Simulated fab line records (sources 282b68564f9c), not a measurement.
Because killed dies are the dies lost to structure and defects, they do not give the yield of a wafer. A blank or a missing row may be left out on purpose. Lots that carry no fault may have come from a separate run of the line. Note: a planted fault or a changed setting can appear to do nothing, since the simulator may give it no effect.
Struck lot and sound lot, side by side + flow ritCmos + 15 steps out of a route of 202
Sound: these wafers, L174.1, L174.3, L174.5. Wafers L182.3, L182.5, L182.6 were the ones struck. At the end, the cause is stated.
Each step with rows lists, per side, the tool, then ch with its chambers, then its first start. Under that, the readings that differ: sound wafers + struck wafers + difference of the means + sigmas: that difference in standard deviations of wafers without a fault.
alike: a reading whose means differ by less than 2 such deviations, as well as words and numbers matching on both sides. not compared: withheld readings; readings where some wafer has no value; bounds like >300 that might hide an equal value; numbers whose values overlap and for which the record gives no deviation.
A row with sigmas, a row that says differs or no value, or rows on one side alone: a step with any of these is where the two part. Non-overlapping numbers with no deviation appear without sigmas and do not part them. A reading that every wafer of one side lacks parts them only if that side has two wafers or more.

first, 6 steps without rows for these wafers: RIT_CONTACT_HMDS_02 (prime time 60 s); RIT_CONTACT_COAT_03 (resist thk 1000 nm); RIT_CONTACT_SOFTBAKE_04 (time 60 s); RIT_CONTACT_EXPOSE_05 (exposes mask M11, target cd 1000 nm); RIT_CONTACT_PEB_06; RIT_CONTACT_DEVELOP_07 (develop time 120 s).
RIT_CONTACT_CD_MEAS_08 targets a cd of 1000 nm.
  sound on cdSem-01 at day 4 04:50; struck on cdSem-01 at day 5 17:21
  alike: cdNm
RIT_CONTACT_OVL_MEAS_09:
  sound on overlay-01 at day 4 04:57; struck on overlay-01 at day 5 17:26
  alike: CONTACT_OVL
then, 1 step without rows for these wafers: RIT_CONTACT_HARDBAKE_10 (time 60 s).
RIT_CONTACT_ETCH_11: etches SiO2 in CHF3/CF4/Ar, stops on TiSi2, target depth 480 nm, time 320 s.
  sound on rieDiel-01 ch 0,3, day 4 05:08; struck on rieDiel-03 ch 1,2,3, day 5 17:37
  alike: drypumpMotorCurrentA, oesProductAu, throttleValvePct
  not compared: rfHoursCounterH
RIT_CONTACT_STRIP_12: strips in O2, time 180 s.
  sound on plasmaAsher-02 ch 0,1, day 4 05:20; struck on plasmaAsher-04 ch 0,1, day 5 17:52
  alike: drypumpMotorCurrentA
  not compared: rfHoursCounterH
RIT_CONTACT_CD_MEAS_90 targets a cd of 1000 nm.
  sound on cdSem-02 at day 4 05:30; struck on cdSem-02 at day 5 18:01
  alike: cdNm
RIT_CONTACT_CLEAN_13: cleans in SC1, time 600 s.
  sound on wetBench-04 ch 0, day 4 05:37; struck on wetBench-04 ch 1, day 5 18:06
| reading        | sound       | struck      | difference | sigmas |
|----------------|-------------|-------------|------------|--------|
| runLengthS (s) | 627 627 627 | 593 593 593 | -34        | -11    |
then, 1 step without rows for these wafers: RIT_CONTACT_CLEAN_14 (cleans in SC2, time 600 s).
RIT_M1_PROBE_99:
  sound on prober-01 at day 4 10:07; struck on prober-01 at day 5 22:55
  alike: killedAtContacts, killedAtFrontEnd, killedDies, killedOpen, killedShort

WHERE THEY PART
At RIT_CONTACT_CLEAN_13 and nowhere else, as far as this record goes. Later steps at which nothing parts them and some readings are alike: RIT_M1_PROBE_99.

WHY: what the simulator had put in
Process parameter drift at RIT_CONTACT_CLEAN_13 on wetBench-04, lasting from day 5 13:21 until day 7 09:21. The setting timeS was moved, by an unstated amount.
